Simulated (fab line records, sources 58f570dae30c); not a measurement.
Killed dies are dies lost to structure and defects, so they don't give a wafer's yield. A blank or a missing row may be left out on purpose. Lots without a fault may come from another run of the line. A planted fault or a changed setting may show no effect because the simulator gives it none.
Split-lot experiment | flow berkeley_cmos170 | 5 lots, 23 wafers read, on a route of 331 steps

THE SPLIT
At UCB170_M1_SPUTTER_00 (material Al, target thk 600 nm, time 80 s), the setting time_s was moved away from the recipe's 80 s on 5 of the 23 wafers read, by -7.0% to +12.8%. The other wafers ran this setting at the recipe's value.

FROM THE SPLIT TO THE READING: what the file shows between them, 1 step
- UCB170_M1_RS_MEAS_01: measures by four-point-probe

THE READING
M1_AL_THK, in nm, at UCB170_M1_THK_MEAS_02 (measures by xrf). Fault-free wafers of this fab line usually give 595 nm, standard deviation 6.1 nm.

wafer  | tool, chamber at the split | time_s as run, s | against the recipe | M1_AL_THK, nm | against lot-mates on the recipe
L074.1 | pvd_sputter-03, -          | 80               | recipe             | 597           | -
L074.3 | pvd_sputter-03, -          | 80               | recipe             | 602           | -
L074.4 | pvd_sputter-03, -          | 80               | recipe             | 599           | -
L074.5 | pvd_sputter-03, -          | 80               | recipe             | 593           | -
L074.6 | pvd_sputter-03, -          | 80               | recipe             | 597           | -
L076.1 | pvd_sputter-04, -          | 80               | recipe             | 581           | -
L076.2 | pvd_sputter-04, -          | 80               | recipe             | 582           | -
L076.3 | pvd_sputter-04, -          | 80               | recipe             | 588           | -
L077.1 | pvd_sputter-03, -          | 74.4             | -7.0%              | 558           | -41
L077.2 | pvd_sputter-03, -          | 80               | recipe             | 597           | -
L077.4 | pvd_sputter-03, -          | 74.4             | -7.0%              | 552           | -47
L077.5 | pvd_sputter-03, -          | 74.4             | -7.0%              | 550           | -49
L077.6 | pvd_sputter-03, -          | 80               | recipe             | 601           | -
L079.1 | pvd_sputter-01, -          | 80               | recipe             | 600           | -
L079.2 | pvd_sputter-01, -          | 80               | recipe             | 595           | -
L079.4 | pvd_sputter-01, -          | 80               | recipe             | 597           | -
L079.5 | pvd_sputter-01, -          | 80               | recipe             | 601           | -
L079.6 | pvd_sputter-01, -          | 80               | recipe             | 597           | -
L083.1 | pvd_sputter-01, -          | 80               | recipe             | 595           | -
L083.2 | pvd_sputter-01, -          | 90.24            | +12.8%             | 672           | +78
L083.3 | pvd_sputter-01, -          | 80               | recipe             | 596           | -
L083.5 | pvd_sputter-01, -          | 90.24            | +12.8%             | 674           | +80
L083.6 | pvd_sputter-01, -          | 80               | recipe             | 592           | -

THE FIT
A straight line over all 23 wafers: M1_AL_THK changes by +6.05 nm for each +1% of time_s; r = +0.98; the points scatter about the line by 5.6 nm.
The same after taking each lot's own level away (the mean of its wafers on the recipe; 23 wafers): +6.27 nm for each +1%; r = +1.00; scatter 2.8 nm.
On that fit, the largest move of time_s shifts the reading by 80 nm.
The lots' own levels span 583.7 to 599.0 nm, that is 2.5 times the standard deviation above.
So the lot-to-lot level changes the slope little: the two slopes agree.
Check: with one of the wafers moved furthest among these (+12.8%) left out of the fit, the line predicts +81.2 nm for it against its lot-mates. It came out at +77.7 nm against them.

THE WHOLE CHAIN: every reading that the file lists as answering this split, in the file's order
step                  | what it does                              | reading                                                                     | change (the file's fit)               | r (the file's)
UCB170_M1_SPUTTER_00  | material Al, target thk 600 nm, time 80 s | Al_of_M1_SPUTTER_00.thk_nm (the simulator's own value, which no gauge read) | +6.04 nm for each +1% of the setting  | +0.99
UCB170_M1_RS_MEAS_01  | measures by four-point-probe              | M1_AL_RS                                                                    | -0.000466 for each +1% of the setting | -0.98
UCB170_M1_THK_MEAS_02 | measures by xrf                           | M1_AL_THK                                                                   | +6.25 for each +1% of the setting     | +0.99

THE FILE'S OWN FIT
M1_AL_THK changes by +6.25 nm for each +1% of time_s, r = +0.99.
